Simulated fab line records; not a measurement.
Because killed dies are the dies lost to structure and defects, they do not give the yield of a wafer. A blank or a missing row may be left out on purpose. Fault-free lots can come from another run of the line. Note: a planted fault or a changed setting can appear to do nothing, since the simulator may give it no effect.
Which tool is to blame? ; flow rit_cmos ; 21 wafers from 7 lots sampled at 2 of the route's 202 steps

== WHAT THE GAUGES SHOWED, per wafer ==
RIT_NRETRO_TW_MEAS_10.
lot;measured;on;NRETRO_TW
L147;day 2 12:08;film_metro-01;1050 1048 1050
L151;day 3 10:42;film_metro-03;1043 1047 1046
L158;day 4 22:01;film_metro-04;1049 1047 1054
L160;day 5 08:13;film_metro-04;1262 1249 1252
L165;day 6 06:13;film_metro-03;1055 1060 1053
L167;day 6 17:29;film_metro-03;1054 1058 1055
L169;day 7 04:33;film_metro-04;1066 1061 1065

== TOOL THAT RAN EACH LOT (tool first, then ch and the chambers of the sampled wafers, then the start) ==
lot;RIT_NRETRO_IMPLANT_08
L147;implanter-03 ch 0, day 2 11:50
L151;implanter-03 ch 0, day 3 10:25
L158;implanter-01 ch 0, day 4 21:44
L160;implanter-03 ch 0, day 5 07:55
L165;implanter-01 ch 0, day 6 05:53
L167;implanter-01 ch 0, day 6 17:09
L169;implanter-01 ch 0, day 7 04:14
- RIT_NRETRO_IMPLANT_08

== THE ANSWER, worked out from the rows above alone ==
Rule: the usual values come from the lots themselves. Put in order of their means at a reading, lots are off if they are a third of the lots or fewer, leave a main group of 4 or more, and stand apart from it by a gap of 3 or more times the standard deviation of the main group's means; of several such gaps the widest counts. The tables above print the reading to a certain number of digits; a main group whose means all agree to those digits is not used. Also off: a lot with no number at a reading for which 4 or more lots have one. All remaining lots with rows at the step are treated as sound.
Off: L160, at RIT_NRETRO_TW_MEAS_10 (NRETRO_TW). Main group: mean 1053, sd 6.
A tool fits if, at a process step before that reading, it ran every lot that is off, and no sound lot after the first of them. Gauges at RIT_NRETRO_TW_MEAS_10: tried the same way as those tools. One fits: implanter-03 at RIT_NRETRO_IMPLANT_08. Its last sound lot is L151 (day 3 10:25), its first lot that is off L160 (day 5 07:55): a fault that began between those two fits.

== WHAT THE SIMULATOR PUT IN ==
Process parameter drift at RIT_NRETRO_IMPLANT_08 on implanter-03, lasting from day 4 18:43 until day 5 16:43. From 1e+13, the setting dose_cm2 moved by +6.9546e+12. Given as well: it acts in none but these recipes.
Struck lots among those shown: L160. The rule given above showed the same thing.
